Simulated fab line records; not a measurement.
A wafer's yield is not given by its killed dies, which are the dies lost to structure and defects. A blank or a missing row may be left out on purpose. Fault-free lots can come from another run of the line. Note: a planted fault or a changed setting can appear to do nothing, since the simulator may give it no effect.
fab line records / flow ritCmos
record: lots: 5 wafers: 23
route steps=202 shown CONTACT@168 M1@188
startH: start of the lot's first displayed wafer, in hours after the record's first day / waitH: time in hours since the lot's previous step / " identical to the entry in the row above / L1.1+2: a single row standing in for several wafers / - either no value or no given start / * or withheld: withheld / < > ~ a bound
route shown NAME@n: a module of which the file shows steps, and the number in the route of the first / usual: mean and standard deviation over wafers with no fault / same: alike in all rows / chamber/n: place in a boat / sites: each site's reading / _std_site: their standard deviation / _edge_site: inner sites' mean taken away from outer sites' mean / radiusMm: how far each site lies from the wafer's centre / mask NAME#n: copy n / behind: the tool/chamber that last shaped the wafer / hold: what put the lot on hold/how long, in hours/how the hold closed / device: whichever transistor did not switch (one of n, p or np) / end of line: the tests these same wafers got at the end of their route / a step without rows: its recipe alone / killed: the dies lost at the first sort to structure and to defects; this is not the yield of the wafer / map: a wafer's dies, x killed, . not, _ none there
set.NAME: setting as actually run; set.NAME@STEP: the setting as run at that earlier step / model.NAME: the simulator's own value behind a step, which no gauge read
lots where settings were altered on purpose, with a table for each step and a row for each wafer
== steps ==
step: RIT_CONTACT_CVD_00
recipe: material: SiO2 targetThkNm: 400 precursor: TEOS tempC: 390 timeS: 61 rfW: 400
lot.wafer=L079.1 tool=pecvd-04 chamber=0 startH=79.90 waitH=0.1 set.timeS=69.61 model.SiO2_of_CONTACT_CVD_00.thkNm=451.6
lot.wafer=L079.3 tool=pecvd-04 chamber=1 startH=79.90 waitH=0.1 set.timeS=61 model.SiO2_of_CONTACT_CVD_00.thkNm=400.9
lot.wafer=L079.4 tool=pecvd-04 chamber=2 startH=79.90 waitH=0.1 set.timeS=61 model.SiO2_of_CONTACT_CVD_00.thkNm=406.3
lot.wafer=L079.5 tool=pecvd-04 chamber=1 startH=79.90 waitH=0.1 set.timeS=69.61 model.SiO2_of_CONTACT_CVD_00.thkNm=464.2
lot.wafer=L079.6 tool=pecvd-04 chamber=0 startH=79.90 waitH=0.1 set.timeS=61 model.SiO2_of_CONTACT_CVD_00.thkNm=407.9
lot.wafer=L081.1 tool=pecvd-03 chamber=1 startH=91.41 waitH=0.1 set.timeS=61 model.SiO2_of_CONTACT_CVD_00.thkNm=402.4
lot.wafer=L081.2 tool=pecvd-03 chamber=0 startH=91.41 waitH=0.1 set.timeS=55.57 model.SiO2_of_CONTACT_CVD_00.thkNm=365.9
lot.wafer=L081.3 tool=pecvd-03 chamber=2 startH=91.41 waitH=0.1 set.timeS=55.57 model.SiO2_of_CONTACT_CVD_00.thkNm=366.1
lot.wafer=L081.4 tool=pecvd-03 chamber=0 startH=91.41 waitH=0.1 set.timeS=61 model.SiO2_of_CONTACT_CVD_00.thkNm=409.5
lot.wafer=L081.5 tool=pecvd-03 chamber=2 startH=91.41 waitH=0.1 set.timeS=61 model.SiO2_of_CONTACT_CVD_00.thkNm=402
lot.wafer=L082.1 tool=pecvd-04 chamber=1 startH=98.25 waitH=0.1 set.timeS=52.23 model.SiO2_of_CONTACT_CVD_00.thkNm=334.1
lot.wafer=L082.2 tool=pecvd-04 chamber=0 startH=98.25 waitH=0.1 set.timeS=61 model.SiO2_of_CONTACT_CVD_00.thkNm=391.6
lot.wafer=L082.3 tool=pecvd-04 chamber=2 startH=98.25 waitH=0.1 set.timeS=52.23 model.SiO2_of_CONTACT_CVD_00.thkNm=333
lot.wafer=L082.5 tool=pecvd-04 chamber=1 startH=98.25 waitH=0.1 set.timeS=52.23 model.SiO2_of_CONTACT_CVD_00.thkNm=337.7
lot.wafer=L082.6 tool=pecvd-04 chamber=2 startH=98.25 waitH=0.1 set.timeS=61 model.SiO2_of_CONTACT_CVD_00.thkNm=399
lot.wafer=L084.3 tool=pecvd-03 chamber=1 startH=106.97 waitH=0.0 set.timeS=61 model.SiO2_of_CONTACT_CVD_00.thkNm=401.4
lot.wafer=L084.4 tool=pecvd-03 chamber=2 startH=106.97 waitH=0.0 set.timeS=61 model.SiO2_of_CONTACT_CVD_00.thkNm=408
lot.wafer=L084.6 tool=pecvd-03 chamber=0 startH=106.97 waitH=0.0 set.timeS=61 model.SiO2_of_CONTACT_CVD_00.thkNm=409.9
lot.wafer=L085.1 tool=pecvd-04 chamber=2 startH=112.30 waitH=0.1 set.timeS=61 model.SiO2_of_CONTACT_CVD_00.thkNm=403.6
lot.wafer=L085.2 tool=pecvd-04 chamber=1 startH=112.30 waitH=0.1 set.timeS=61 model.SiO2_of_CONTACT_CVD_00.thkNm=401.6
lot.wafer=L085.3 tool=pecvd-04 chamber=0 startH=112.30 waitH=0.1 set.timeS=64.29 model.SiO2_of_CONTACT_CVD_00.thkNm=420.1
lot.wafer=L085.4 tool=pecvd-04 chamber=1 startH=112.30 waitH=0.1 set.timeS=61 model.SiO2_of_CONTACT_CVD_00.thkNm=401.7
lot.wafer=L085.6 tool=pecvd-04 chamber=2 startH=112.30 waitH=0.1 set.timeS=64.29 model.SiO2_of_CONTACT_CVD_00.thkNm=426.6
step: RIT_CONTACT_THK_MEAS_01
recipe: reads: SiO2_of_CONTACT_CVD_00
usual: CONTACT_TEOS_THK: 400/5.6
lot.wafer=L079.1 tool=filmMetro-02 chamber=- startH=79.95 waitH=0.0 set.timeS@CONTACT_CVD_00=69.61 CONTACT_TEOS_THK[nm]=452
lot.wafer=L079.3 tool=filmMetro-02 chamber=- startH=79.95 waitH=0.0 set.timeS@CONTACT_CVD_00=61 CONTACT_TEOS_THK[nm]=401
lot.wafer=L079.4 tool=filmMetro-02 chamber=- startH=79.95 waitH=0.0 set.timeS@CONTACT_CVD_00=61 CONTACT_TEOS_THK[nm]=406
lot.wafer=L079.5 tool=filmMetro-02 chamber=- startH=79.95 waitH=0.0 set.timeS@CONTACT_CVD_00=69.61 CONTACT_TEOS_THK[nm]=464
lot.wafer=L079.6 tool=filmMetro-02 chamber=- startH=79.95 waitH=0.0 set.timeS@CONTACT_CVD_00=61 CONTACT_TEOS_THK[nm]=408
lot.wafer=L081.1 tool=filmMetro-01 chamber=- startH=91.46 waitH=0.0 set.timeS@CONTACT_CVD_00=61 CONTACT_TEOS_THK[nm]=402
lot.wafer=L081.2 tool=filmMetro-01 chamber=- startH=91.46 waitH=0.0 set.timeS@CONTACT_CVD_00=55.57 CONTACT_TEOS_THK[nm]=366
lot.wafer=L081.3 tool=filmMetro-01 chamber=- startH=91.46 waitH=0.0 set.timeS@CONTACT_CVD_00=55.57 CONTACT_TEOS_THK[nm]=366
lot.wafer=L081.4 tool=filmMetro-01 chamber=- startH=91.46 waitH=0.0 set.timeS@CONTACT_CVD_00=61 CONTACT_TEOS_THK[nm]=410
lot.wafer=L081.5 tool=filmMetro-01 chamber=- startH=91.46 waitH=0.0 set.timeS@CONTACT_CVD_00=61 CONTACT_TEOS_THK[nm]=401
lot.wafer=L082.1 tool=filmMetro-02 chamber=- startH=98.30 waitH=0.0 set.timeS@CONTACT_CVD_00=52.23 CONTACT_TEOS_THK[nm]=334
lot.wafer=L082.2 tool=filmMetro-02 chamber=- startH=98.30 waitH=0.0 set.timeS@CONTACT_CVD_00=61 CONTACT_TEOS_THK[nm]=391
lot.wafer=L082.3 tool=filmMetro-02 chamber=- startH=98.30 waitH=0.0 set.timeS@CONTACT_CVD_00=52.23 CONTACT_TEOS_THK[nm]=333
lot.wafer=L082.5 tool=filmMetro-02 chamber=- startH=98.30 waitH=0.0 set.timeS@CONTACT_CVD_00=52.23 CONTACT_TEOS_THK[nm]=338
lot.wafer=L082.6 tool=filmMetro-02 chamber=- startH=98.30 waitH=0.0 set.timeS@CONTACT_CVD_00=61 CONTACT_TEOS_THK[nm]=399
lot.wafer=L084.3 tool=filmMetro-02 chamber=- startH=107.04 waitH=0.0 set.timeS@CONTACT_CVD_00=61 CONTACT_TEOS_THK[nm]=401
lot.wafer=L084.4 tool=filmMetro-02 chamber=- startH=107.04 waitH=0.0 set.timeS@CONTACT_CVD_00=61 CONTACT_TEOS_THK[nm]=408
lot.wafer=L084.6 tool=filmMetro-02 chamber=- startH=107.04 waitH=0.0 set.timeS@CONTACT_CVD_00=61 CONTACT_TEOS_THK[nm]=410
lot.wafer=L085.1 tool=filmMetro-04 chamber=- startH=112.35 waitH=0.0 set.timeS@CONTACT_CVD_00=61 CONTACT_TEOS_THK[nm]=404
lot.wafer=L085.2 tool=filmMetro-04 chamber=- startH=112.35 waitH=0.0 set.timeS@CONTACT_CVD_00=61 CONTACT_TEOS_THK[nm]=402
lot.wafer=L085.3 tool=filmMetro-04 chamber=- startH=112.35 waitH=0.0 set.timeS@CONTACT_CVD_00=64.29 CONTACT_TEOS_THK[nm]=420
lot.wafer=L085.4 tool=filmMetro-04 chamber=- startH=112.35 waitH=0.0 set.timeS@CONTACT_CVD_00=61 CONTACT_TEOS_THK[nm]=402
lot.wafer=L085.6 tool=filmMetro-04 chamber=- startH=112.35 waitH=0.0 set.timeS@CONTACT_CVD_00=64.29 CONTACT_TEOS_THK[nm]=427
step: RIT_CONTACT_DEVELOP_07
recipe: resist: NOVOLAK developTimeS: 120 devTempC: 23
lot.wafer=L079.1+3+4 tool=lithoTrack-04 chamber=0 startH=- waitH=- set.developTimeS=120
lot.wafer=L079.5+6 tool=lithoTrack-04 chamber=0 startH=- waitH=- set.developTimeS=106.1
lot.wafer=L081.1+2+3+4+5 tool=lithoTrack-02 chamber=0 startH=- waitH=- set.developTimeS=120
lot.wafer=L082.1+5 tool=lithoTrack-02 chamber=0 startH=- waitH=- set.developTimeS=120
lot.wafer=L082.2+3+6 tool=lithoTrack-02 chamber=0 startH=- waitH=- set.developTimeS=109.9
lot.wafer=L084.3+4+6 tool=lithoTrack-04 chamber=0 startH=- waitH=- set.developTimeS=120
lot.wafer=L085.1+3+4 tool=lithoTrack-02 chamber=0 startH=- waitH=- set.developTimeS=132.6
lot.wafer=L085.2+6 tool=lithoTrack-02 chamber=0 startH=- waitH=- set.developTimeS=120
step: RIT_CONTACT_CD_MEAS_08
recipe: targetCdNm: 1000
usual: cdNm: 1000/3.5
lot.wafer=L079.1 tool=cdSem-02 chamber=- startH=81.24 waitH=- set.developTimeS@CONTACT_DEVELOP_07=120 cdNm=1000
lot.wafer=L079.3 tool=cdSem-02 chamber=- startH=81.24 waitH=- set.developTimeS@CONTACT_DEVELOP_07=120 cdNm=999
lot.wafer=L079.4 tool=cdSem-02 chamber=- startH=81.24 waitH=- set.developTimeS@CONTACT_DEVELOP_07=120 cdNm=998
lot.wafer=L079.5 tool=cdSem-02 chamber=- startH=81.24 waitH=- set.developTimeS@CONTACT_DEVELOP_07=106.1 cdNm=990
lot.wafer=L079.6 tool=cdSem-02 chamber=- startH=81.24 waitH=- set.developTimeS@CONTACT_DEVELOP_07=106.1 cdNm=986
lot.wafer=L081.1 tool=cdSem-02 chamber=- startH=92.61 waitH=- set.developTimeS@CONTACT_DEVELOP_07=120 cdNm=1008
lot.wafer=L081.2 tool=cdSem-02 chamber=- startH=92.61 waitH=- set.developTimeS@CONTACT_DEVELOP_07=120 cdNm=1008
lot.wafer=L081.3 tool=cdSem-02 chamber=- startH=92.61 waitH=- set.developTimeS@CONTACT_DEVELOP_07=120 cdNm=1007
lot.wafer=L081.4 tool=cdSem-02 chamber=- startH=92.61 waitH=- set.developTimeS@CONTACT_DEVELOP_07=120 cdNm=1006
lot.wafer=L081.5 tool=cdSem-02 chamber=- startH=92.61 waitH=- set.developTimeS@CONTACT_DEVELOP_07=120 cdNm=1007
lot.wafer=L082.1 tool=cdSem-01 chamber=- startH=99.45 waitH=- set.developTimeS@CONTACT_DEVELOP_07=120 cdNm=999
lot.wafer=L082.2 tool=cdSem-01 chamber=- startH=99.45 waitH=- set.developTimeS@CONTACT_DEVELOP_07=109.9 cdNm=988
lot.wafer=L082.3 tool=cdSem-01 chamber=- startH=99.45 waitH=- set.developTimeS@CONTACT_DEVELOP_07=109.9 cdNm=989
lot.wafer=L082.5 tool=cdSem-01 chamber=- startH=99.45 waitH=- set.developTimeS@CONTACT_DEVELOP_07=120 cdNm=999
lot.wafer=L082.6 tool=cdSem-01 chamber=- startH=99.45 waitH=- set.developTimeS@CONTACT_DEVELOP_07=109.9 cdNm=992
lot.wafer=L084.3 tool=cdSem-02 chamber=- startH=108.28 waitH=- set.developTimeS@CONTACT_DEVELOP_07=120 cdNm=999
lot.wafer=L084.4 tool=cdSem-02 chamber=- startH=108.28 waitH=- set.developTimeS@CONTACT_DEVELOP_07=120 cdNm=996
lot.wafer=L084.6 tool=cdSem-02 chamber=- startH=108.28 waitH=- set.developTimeS@CONTACT_DEVELOP_07=120 cdNm=999
lot.wafer=L085.1 tool=cdSem-02 chamber=- startH=113.50 waitH=- set.developTimeS@CONTACT_DEVELOP_07=132.6 cdNm=1005
lot.wafer=L085.2 tool=cdSem-02 chamber=- startH=113.50 waitH=- set.developTimeS@CONTACT_DEVELOP_07=120 cdNm=999
lot.wafer=L085.3 tool=cdSem-02 chamber=- startH=113.50 waitH=- set.developTimeS@CONTACT_DEVELOP_07=132.6 cdNm=1006
lot.wafer=L085.4 tool=cdSem-02 chamber=- startH=113.50 waitH=- set.developTimeS@CONTACT_DEVELOP_07=132.6 cdNm=1005
lot.wafer=L085.6 tool=cdSem-02 chamber=- startH=113.50 waitH=- set.developTimeS@CONTACT_DEVELOP_07=120 cdNm=999
step: RIT_CONTACT_ETCH_11
recipe: targetDepthA: 4800 overEtchFrac: 0.2 stopOn: TiSi2 chemistry: CHF3/CF4/Ar target: SiO2 CHF3_flow_sccm: 50 cf4FlowSccm: 10 Ar_flow_sccm: 100 O2_flow_sccm: 5 pressureMtorr: 100 rfW: 200 timeS: 320
lot.wafer=L079.1 tool=rieDiel-01 chamber=0 startH=81.54 waitH=0.1 set.rfW=206.8 set.timeS@CONTACT_CVD_00=69.61 set.developTimeS@CONTACT_DEVELOP_07=120 model.CONTACT.featureDepthNm=451.6 model.etch.depthNm=451.6 model.CONTACT.cdNm=1000
lot.wafer=L079.3 tool=rieDiel-01 chamber=3 startH=81.54 waitH=0.1 set.rfW=206.8 set.timeS@CONTACT_CVD_00=61 set.developTimeS@CONTACT_DEVELOP_07=120 model.CONTACT.featureDepthNm=400.9 model.etch.depthNm=400.9 model.CONTACT.cdNm=998.8
lot.wafer=L079.4 tool=rieDiel-01 chamber=3 startH=81.54 waitH=0.1 set.rfW=200 set.timeS@CONTACT_CVD_00=61 set.developTimeS@CONTACT_DEVELOP_07=120 model.CONTACT.featureDepthNm=406.3 model.etch.depthNm=406.3 model.CONTACT.cdNm=998.3
lot.wafer=L079.5 tool=rieDiel-01 chamber=0 startH=81.54 waitH=0.1 set.rfW=200 set.timeS@CONTACT_CVD_00=69.61 set.developTimeS@CONTACT_DEVELOP_07=106.1 model.CONTACT.featureDepthNm=464.2 model.etch.depthNm=464.2 model.CONTACT.cdNm=989.8
lot.wafer=L079.6 tool=rieDiel-01 chamber=1 startH=81.54 waitH=0.1 set.rfW=200 set.timeS@CONTACT_CVD_00=61 set.developTimeS@CONTACT_DEVELOP_07=106.1 model.CONTACT.featureDepthNm=407.9 model.etch.depthNm=407.9 model.CONTACT.cdNm=986
lot.wafer=L081.1 tool=rieDiel-02 chamber=2 startH=92.92 waitH=0.1 set.rfW=200 set.timeS@CONTACT_CVD_00=61 set.developTimeS@CONTACT_DEVELOP_07=120 model.CONTACT.featureDepthNm=402.4 model.etch.depthNm=402.4 model.CONTACT.cdNm=1007
lot.wafer=L081.2 tool=rieDiel-02 chamber=0 startH=92.92 waitH=0.1 set.rfW=217.1 set.timeS@CONTACT_CVD_00=55.57 set.developTimeS@CONTACT_DEVELOP_07=120 model.CONTACT.featureDepthNm=365.9 model.etch.depthNm=365.9 model.CONTACT.cdNm=1008
lot.wafer=L081.3 tool=rieDiel-02 chamber=1 startH=92.92 waitH=0.1 set.rfW=200 set.timeS@CONTACT_CVD_00=55.57 set.developTimeS@CONTACT_DEVELOP_07=120 model.CONTACT.featureDepthNm=366.1 model.etch.depthNm=366.1 model.CONTACT.cdNm=1007
lot.wafer=L081.4 tool=rieDiel-02 chamber=3 startH=92.92 waitH=0.1 set.rfW=200 set.timeS@CONTACT_CVD_00=61 set.developTimeS@CONTACT_DEVELOP_07=120 model.CONTACT.featureDepthNm=409.5 model.etch.depthNm=409.5 model.CONTACT.cdNm=1007
lot.wafer=L081.5 tool=rieDiel-02 chamber=3 startH=92.92 waitH=0.1 set.rfW=217.1 set.timeS@CONTACT_CVD_00=61 set.developTimeS@CONTACT_DEVELOP_07=120 model.CONTACT.featureDepthNm=402 model.etch.depthNm=402 model.CONTACT.cdNm=1007
lot.wafer=L082.1 tool=rieDiel-02 chamber=2 startH=99.76 waitH=0.1 set.rfW=207.6 set.timeS@CONTACT_CVD_00=52.23 set.developTimeS@CONTACT_DEVELOP_07=120 model.CONTACT.featureDepthNm=334.1 model.etch.depthNm=334.1 model.CONTACT.cdNm=999.1
lot.wafer=L082.2 tool=rieDiel-02 chamber=3 startH=99.76 waitH=0.1 set.rfW=200 set.timeS@CONTACT_CVD_00=61 set.developTimeS@CONTACT_DEVELOP_07=109.9 model.CONTACT.featureDepthNm=391.6 model.etch.depthNm=391.6 model.CONTACT.cdNm=988.1
lot.wafer=L082.3 tool=rieDiel-02 chamber=1 startH=99.76 waitH=0.1 set.rfW=207.6 set.timeS@CONTACT_CVD_00=52.23 set.developTimeS@CONTACT_DEVELOP_07=109.9 model.CONTACT.featureDepthNm=333 model.etch.depthNm=333 model.CONTACT.cdNm=989.7
lot.wafer=L082.5 tool=rieDiel-02 chamber=3 startH=99.76 waitH=0.1 set.rfW=200 set.timeS@CONTACT_CVD_00=52.23 set.developTimeS@CONTACT_DEVELOP_07=120 model.CONTACT.featureDepthNm=337.7 model.etch.depthNm=337.7 model.CONTACT.cdNm=999
lot.wafer=L082.6 tool=rieDiel-02 chamber=2 startH=99.76 waitH=0.1 set.rfW=207.6 set.timeS@CONTACT_CVD_00=61 set.developTimeS@CONTACT_DEVELOP_07=109.9 model.CONTACT.featureDepthNm=399 model.etch.depthNm=399 model.CONTACT.cdNm=992
lot.wafer=L084.3 tool=rieDiel-01 chamber=0 startH=108.63 waitH=0.1 set.rfW=200 set.timeS@CONTACT_CVD_00=61 set.developTimeS@CONTACT_DEVELOP_07=120 model.CONTACT.featureDepthNm=401.4 model.etch.depthNm=401.4 model.CONTACT.cdNm=998.4
lot.wafer=L084.4 tool=rieDiel-01 chamber=0 startH=108.63 waitH=0.1 set.rfW=200 set.timeS@CONTACT_CVD_00=61 set.developTimeS@CONTACT_DEVELOP_07=120 model.CONTACT.featureDepthNm=408 model.etch.depthNm=408 model.CONTACT.cdNm=996.1
lot.wafer=L084.6 tool=rieDiel-01 chamber=1 startH=108.63 waitH=0.1 set.rfW=200 set.timeS@CONTACT_CVD_00=61 set.developTimeS@CONTACT_DEVELOP_07=120 model.CONTACT.featureDepthNm=409.9 model.etch.depthNm=409.9 model.CONTACT.cdNm=997.9
lot.wafer=L085.1 tool=rieDiel-01 chamber=2 startH=113.80 waitH=0.1 set.rfW=183.4 set.timeS@CONTACT_CVD_00=61 set.developTimeS@CONTACT_DEVELOP_07=132.6 model.CONTACT.featureDepthNm=403.6 model.etch.depthNm=403.6 model.CONTACT.cdNm=1005
lot.wafer=L085.2 tool=rieDiel-01 chamber=0 startH=113.80 waitH=0.1 set.rfW=183.4 set.timeS@CONTACT_CVD_00=61 set.developTimeS@CONTACT_DEVELOP_07=120 model.CONTACT.featureDepthNm=401.6 model.etch.depthNm=401.6 model.CONTACT.cdNm=998.1
lot.wafer=L085.3 tool=rieDiel-01 chamber=1 startH=113.80 waitH=0.1 set.rfW=200 set.timeS@CONTACT_CVD_00=64.29 set.developTimeS@CONTACT_DEVELOP_07=132.6 model.CONTACT.featureDepthNm=420.1 model.etch.depthNm=420.1 model.CONTACT.cdNm=1006
lot.wafer=L085.4 tool=rieDiel-01 chamber=3 startH=113.80 waitH=0.1 set.rfW=200 set.timeS@CONTACT_CVD_00=61 set.developTimeS@CONTACT_DEVELOP_07=132.6 model.CONTACT.featureDepthNm=401.7 model.etch.depthNm=401.7 model.CONTACT.cdNm=1005
lot.wafer=L085.6 tool=rieDiel-01 chamber=2 startH=113.80 waitH=0.1 set.rfW=200 set.timeS@CONTACT_CVD_00=64.29 set.developTimeS@CONTACT_DEVELOP_07=120 model.CONTACT.featureDepthNm=426.6 model.etch.depthNm=426.6 model.CONTACT.cdNm=999.4
step: RIT_CONTACT_STRIP_12
recipe: chemistry: O2 timeS: 171.1 resist: NOVOLAK platenTempC: withheld powerW: 500 pressureMtorr: 4000 o2FlowSccm: 4000
step: RIT_CONTACT_CD_MEAS_90
recipe: targetCdNm: 1000
usual: cdNm: 1000/3.6
lot.wafer=L079.1 tool=cdSem-02 chamber=- startH=81.91 waitH=0.1 set.developTimeS@CONTACT_DEVELOP_07=120 cdNm=1000
lot.wafer=L079.3 tool=cdSem-02 chamber=- startH=81.91 waitH=0.1 set.developTimeS@CONTACT_DEVELOP_07=120 cdNm=999
lot.wafer=L079.4 tool=cdSem-02 chamber=- startH=81.91 waitH=0.1 set.developTimeS@CONTACT_DEVELOP_07=120 cdNm=998
lot.wafer=L079.5 tool=cdSem-02 chamber=- startH=81.91 waitH=0.1 set.developTimeS@CONTACT_DEVELOP_07=106.1 cdNm=990
lot.wafer=L079.6 tool=cdSem-02 chamber=- startH=81.91 waitH=0.1 set.developTimeS@CONTACT_DEVELOP_07=106.1 cdNm=986
lot.wafer=L081.1 tool=cdSem-01 chamber=- startH=93.29 waitH=0.1 set.developTimeS@CONTACT_DEVELOP_07=120 cdNm=1007
lot.wafer=L081.2 tool=cdSem-01 chamber=- startH=93.29 waitH=0.1 set.developTimeS@CONTACT_DEVELOP_07=120 cdNm=1008
lot.wafer=L081.3 tool=cdSem-01 chamber=- startH=93.29 waitH=0.1 set.developTimeS@CONTACT_DEVELOP_07=120 cdNm=1007
lot.wafer=L081.4 tool=cdSem-01 chamber=- startH=93.29 waitH=0.1 set.developTimeS@CONTACT_DEVELOP_07=120 cdNm=1007
lot.wafer=L081.5 tool=cdSem-01 chamber=- startH=93.29 waitH=0.1 set.developTimeS@CONTACT_DEVELOP_07=120 cdNm=1008
lot.wafer=L082.1 tool=cdSem-01 chamber=- startH=100.13 waitH=0.1 set.developTimeS@CONTACT_DEVELOP_07=120 cdNm=999
lot.wafer=L082.2 tool=cdSem-01 chamber=- startH=100.13 waitH=0.1 set.developTimeS@CONTACT_DEVELOP_07=109.9 cdNm=988
lot.wafer=L082.3 tool=cdSem-01 chamber=- startH=100.13 waitH=0.1 set.developTimeS@CONTACT_DEVELOP_07=109.9 cdNm=989
lot.wafer=L082.5 tool=cdSem-01 chamber=- startH=100.13 waitH=0.1 set.developTimeS@CONTACT_DEVELOP_07=120 cdNm=999
lot.wafer=L082.6 tool=cdSem-01 chamber=- startH=100.13 waitH=0.1 set.developTimeS@CONTACT_DEVELOP_07=109.9 cdNm=992
lot.wafer=L084.3 tool=cdSem-01 chamber=- startH=109.04 waitH=0.1 set.developTimeS@CONTACT_DEVELOP_07=120 cdNm=998
lot.wafer=L084.4 tool=cdSem-01 chamber=- startH=109.04 waitH=0.1 set.developTimeS@CONTACT_DEVELOP_07=120 cdNm=996
lot.wafer=L084.6 tool=cdSem-01 chamber=- startH=109.04 waitH=0.1 set.developTimeS@CONTACT_DEVELOP_07=120 cdNm=998
lot.wafer=L085.1 tool=cdSem-01 chamber=- startH=114.17 waitH=0.1 set.developTimeS@CONTACT_DEVELOP_07=132.6 cdNm=1004
lot.wafer=L085.2 tool=cdSem-01 chamber=- startH=114.17 waitH=0.1 set.developTimeS@CONTACT_DEVELOP_07=120 cdNm=998
lot.wafer=L085.3 tool=cdSem-01 chamber=- startH=114.17 waitH=0.1 set.developTimeS@CONTACT_DEVELOP_07=132.6 cdNm=1006
lot.wafer=L085.4 tool=cdSem-01 chamber=- startH=114.17 waitH=0.1 set.developTimeS@CONTACT_DEVELOP_07=132.6 cdNm=1005
lot.wafer=L085.6 tool=cdSem-01 chamber=- startH=114.17 waitH=0.1 set.developTimeS@CONTACT_DEVELOP_07=120 cdNm=999
step: RIT_M1_COAT_04
recipe: resist: NOVOLAK spinRpm: 2000 resistThkNm: 1300
lot.wafer=L079.1 tool=lithoTrack-03 chamber=0 startH=83.19 waitH=0.1 set.resistThkNm=1258 model.NOVOLAK_of_M1_COAT_04.thkNm=1256
lot.wafer=L079.3 tool=lithoTrack-03 chamber=0 startH=83.19 waitH=0.1 set.resistThkNm=1258 model.NOVOLAK_of_M1_COAT_04.thkNm=1260
lot.wafer=L079.4 tool=lithoTrack-03 chamber=0 startH=83.19 waitH=0.1 set.resistThkNm=1300 model.NOVOLAK_of_M1_COAT_04.thkNm=1301
lot.wafer=L079.5 tool=lithoTrack-03 chamber=0 startH=83.19 waitH=0.1 set.resistThkNm=1300 model.NOVOLAK_of_M1_COAT_04.thkNm=1303
lot.wafer=L079.6 tool=lithoTrack-03 chamber=0 startH=83.19 waitH=0.1 set.resistThkNm=1258 model.NOVOLAK_of_M1_COAT_04.thkNm=1258
lot.wafer=L081.1 tool=lithoTrack-01 chamber=0 startH=94.43 waitH=0.1 set.resistThkNm=1232 model.NOVOLAK_of_M1_COAT_04.thkNm=1234
lot.wafer=L081.2 tool=lithoTrack-01 chamber=0 startH=94.43 waitH=0.1 set.resistThkNm=1300 model.NOVOLAK_of_M1_COAT_04.thkNm=1302
lot.wafer=L081.3 tool=lithoTrack-01 chamber=0 startH=94.43 waitH=0.1 set.resistThkNm=1232 model.NOVOLAK_of_M1_COAT_04.thkNm=1235
lot.wafer=L081.4 tool=lithoTrack-01 chamber=0 startH=94.43 waitH=0.1 set.resistThkNm=1300 model.NOVOLAK_of_M1_COAT_04.thkNm=1303
lot.wafer=L081.5 tool=lithoTrack-01 chamber=0 startH=94.43 waitH=0.1 set.resistThkNm=1232 model.NOVOLAK_of_M1_COAT_04.thkNm=1233
lot.wafer=L082.1 tool=lithoTrack-03 chamber=0 startH=101.25 waitH=0.1 set.resistThkNm=1363 model.NOVOLAK_of_M1_COAT_04.thkNm=1363
lot.wafer=L082.2 tool=lithoTrack-03 chamber=0 startH=101.25 waitH=0.1 set.resistThkNm=1300 model.NOVOLAK_of_M1_COAT_04.thkNm=1298
lot.wafer=L082.3 tool=lithoTrack-03 chamber=0 startH=101.25 waitH=0.1 set.resistThkNm=1300 model.NOVOLAK_of_M1_COAT_04.thkNm=1296
lot.wafer=L082.5 tool=lithoTrack-03 chamber=0 startH=101.25 waitH=0.1 set.resistThkNm=1300 model.NOVOLAK_of_M1_COAT_04.thkNm=1300
lot.wafer=L082.6 tool=lithoTrack-03 chamber=0 startH=101.25 waitH=0.1 set.resistThkNm=1363 model.NOVOLAK_of_M1_COAT_04.thkNm=1361
lot.wafer=L084.3 tool=lithoTrack-01 chamber=0 startH=110.16 waitH=0.1 set.resistThkNm=1300 model.NOVOLAK_of_M1_COAT_04.thkNm=1302
lot.wafer=L084.4 tool=lithoTrack-01 chamber=0 startH=110.16 waitH=0.1 set.resistThkNm=1300 model.NOVOLAK_of_M1_COAT_04.thkNm=1298
lot.wafer=L084.6 tool=lithoTrack-01 chamber=0 startH=110.16 waitH=0.1 set.resistThkNm=1300 model.NOVOLAK_of_M1_COAT_04.thkNm=1297
lot.wafer=L085.1 tool=lithoTrack-04 chamber=0 startH=115.27 waitH=0.1 set.resistThkNm=1300 model.NOVOLAK_of_M1_COAT_04.thkNm=1300
lot.wafer=L085.2 tool=lithoTrack-04 chamber=0 startH=115.27 waitH=0.1 set.resistThkNm=1228 model.NOVOLAK_of_M1_COAT_04.thkNm=1226
lot.wafer=L085.3+6 tool=lithoTrack-04 chamber=0 startH=115.27 waitH=0.1 set.resistThkNm=1228 model.NOVOLAK_of_M1_COAT_04.thkNm=1230
lot.wafer=L085.4 tool=lithoTrack-04 chamber=0 startH=115.27 waitH=0.1 set.resistThkNm=1300 model.NOVOLAK_of_M1_COAT_04.thkNm=1301
== key ==
split: step: RIT_CONTACT_CVD_00 setting: timeS stated: 61 by: wafer
response: step: RIT_CONTACT_CVD_00 reading: model.SiO2_of_CONTACT_CVD_00.thkNm change: +4.03 per: 1% r: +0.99
response: step: RIT_CONTACT_THK_MEAS_01 reading: CONTACT_TEOS_THK change: +4.03 per: 1% r: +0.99
response: step: RIT_CONTACT_ETCH_11 reading: model.CONTACT.featureDepthNm change: +4.03 per: 1% r: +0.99
response: step: RIT_CONTACT_ETCH_11 reading: model.etch.depthNm change: +4.03 per: 1% r: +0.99
split: step: RIT_CONTACT_DEVELOP_07 setting: developTimeS stated: 120 by: wafer
response: step: RIT_CONTACT_CD_MEAS_08 reading: cdNm change: +0.856 per: 1% r: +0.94
response: step: RIT_CONTACT_ETCH_11 reading: model.CONTACT.cdNm change: +0.857 per: 1% r: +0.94
response: step: RIT_CONTACT_CD_MEAS_90 reading: cdNm change: +0.869 per: 1% r: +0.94
split: step: RIT_CONTACT_ETCH_11 setting: rfW stated: 200 by: wafer
response none clear
split: step: RIT_M1_COAT_04 setting: resistThkNm stated: 1300 by: wafer
response: step: RIT_M1_COAT_04 reading: model.NOVOLAK_of_M1_COAT_04.thkNm change: +13.2 per: 1% r: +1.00
